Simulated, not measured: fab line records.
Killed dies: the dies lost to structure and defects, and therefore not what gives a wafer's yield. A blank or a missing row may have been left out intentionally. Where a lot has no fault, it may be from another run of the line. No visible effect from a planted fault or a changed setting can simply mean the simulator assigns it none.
Struck lot and sound lot, side by side    flow rit-cmos    19 out of 202 route steps
Sound: these wafers, L488.2, L488.4, L488.5. Struck: wafers L494.1, L494.4. (L494.2 of the same lot was not struck and is left out.) The cause comes at the end.
At each step with rows: each side's tool, then ch and its chambers, then its first start. Under that, the readings that differ: sound wafers    struck wafers    difference of the means    sigmas: that difference in standard deviations of wafers without a fault.
alike: same words and numbers on both sides, and readings whose means sit less than 2 such deviations apart. not compared: any withheld reading, any reading some wafer has no value for, any bound like >300 that may hide the same value, and any number with overlapping values for which the record gives no deviation.
Wherever a step has rows on one side only, a row that says differs or no value, or a row with sigmas, the two part there. Non-overlapping numbers with no deviation appear without sigmas and do not part them. A reading that every wafer of one side lacks parts them only if that side has two wafers or more.

RIT_M1_SPUTTER_00: material Al, target thk 400 nm, time 500 s.
  struck on pvd-sputter-03, day 5 22:28; sound on pvd-sputter-03, day 4 14:03
  alike: throttle-valve-pct
RIT_M1_RS_MEAS_01: measures by four-point-probe.
  struck on film-metro-03, day 5 22:46; sound on film-metro-04, day 4 14:22
  alike: M1_AL_RS
RIT_M1_THK_MEAS_02: measures by xrf.
  struck on film-metro-03, day 5 22:53; sound on film-metro-04, day 4 14:29
  alike: M1_AL_THK
then, 6 steps without rows for these wafers: RIT_M1_HMDS_03 (prime time 60 s); RIT_M1_COAT_04 (resist thk 1300 nm); RIT_M1_SOFTBAKE_05 (time 60 s); RIT_M1_EXPOSE_06 (exposes mask M12, target cd 2600 nm); RIT_M1_PEB_07; RIT_M1_DEVELOP_08 (develop time 68 s).
RIT_M1_CD_MEAS_09: target cd 2600 nm.
  struck on cd-sem-01, day 5 23:58; sound on cd-sem-02, day 4 15:34
  alike: cd-nm
RIT_M1_OVL_MEAS_10:
  struck on overlay-02, day 6 00:05; sound on overlay-01, day 4 15:40
  alike: M1_OVL
then, 1 step without rows for these wafers: RIT_M1_HARDBAKE_11 (time 120 s).
RIT_M1_METAL_ETCH_12: etches Al in Cl2/BCl3, stops on SiO2, time 165 s, target depth 600 nm.
  sound on rie-metal-03 ch 1, day 4 15:57; struck on rie-metal-03 ch 1, day 6 00:22
  alike: drypump-motor-current-A, oes-product-au, throttle-valve-pct
  not compared: rf-hours-counter-h
then, 1 step without rows for these wafers: RIT_M1_STRIP_13 (strips in nmp, time 600 s).
RIT_M1_STRIP_14: strips in O2, time 180 s.
  sound on plasma-asher-02 ch 0,1, day 4 16:19; struck on plasma-asher-01 ch 0, day 6 00:43
  alike: drypump-motor-current-A
  not compared: rf-hours-counter-h
RIT_M1_CD_MEAS_90: target cd 2600 nm.
  struck on cd-sem-01, day 6 00:53; sound on cd-sem-01, day 4 16:31
reading     sound           struck     difference  sigmas
cd-nm (nm)  2598 2595 2596  2603 2604  +7          +2
then, 1 step without rows for these wafers: RIT_M1_ANNEAL_15 (time 1723 s).
RIT_M1_BOW_MEAS_16:
  struck on film-metro-01, day 6 02:31; sound on film-metro-04, day 4 18:08
  alike: M1_BOW
RIT_M1_PROBE_99:
  struck on prober-01, day 6 02:38; sound on prober-01, day 4 18:17
reading                                sound                struck       difference  sigmas
defect-limited-yield (%)               98.5 97.3 99.6       87.1 86.0    -11.9       -12
killed_at_M0_to_M3                     0 0 0                30 33        +32         +99 or more
killed-dies                            4 7 1                34 37        +32         +12
sort_bin_3_pad_short (%)               0 0 0                4.5 2.7      +3.6        +18
sort_bin_5_function (%)                0.8 1.1 0.4          6.8 9.5      +7.4        +10
sort-n-pass                            260.0 257.0 263.0    230.0 227.0  -31.5       -12
sort-yield-pct (%)                     98.5 97.3 99.6       87.1 86.0    -11.9       -12
model.etest.tester.sort-n-pass         260 257 263          230 227      -32         
model.etest.tester.sort-yield-pct (%)  98.48 97.35 99.62    87.12 85.98  -11.93      
model.etest.tester.sort_bin_5_pct (%)  0.7576 1.136 0.3788  6.818 9.47   +7.387      
  alike: killed-at-contacts, killed-at-front-end, killed-on-rim, killed-open, killed-short, sort_bin_6_memory
  not compared: model.etest.tester.sort_bin_6_pct

WHERE THEY PART
First at RIT_M1_CD_MEAS_90; last, within this record, at RIT_M1_PROBE_99.

WHY: what the simulator had put in
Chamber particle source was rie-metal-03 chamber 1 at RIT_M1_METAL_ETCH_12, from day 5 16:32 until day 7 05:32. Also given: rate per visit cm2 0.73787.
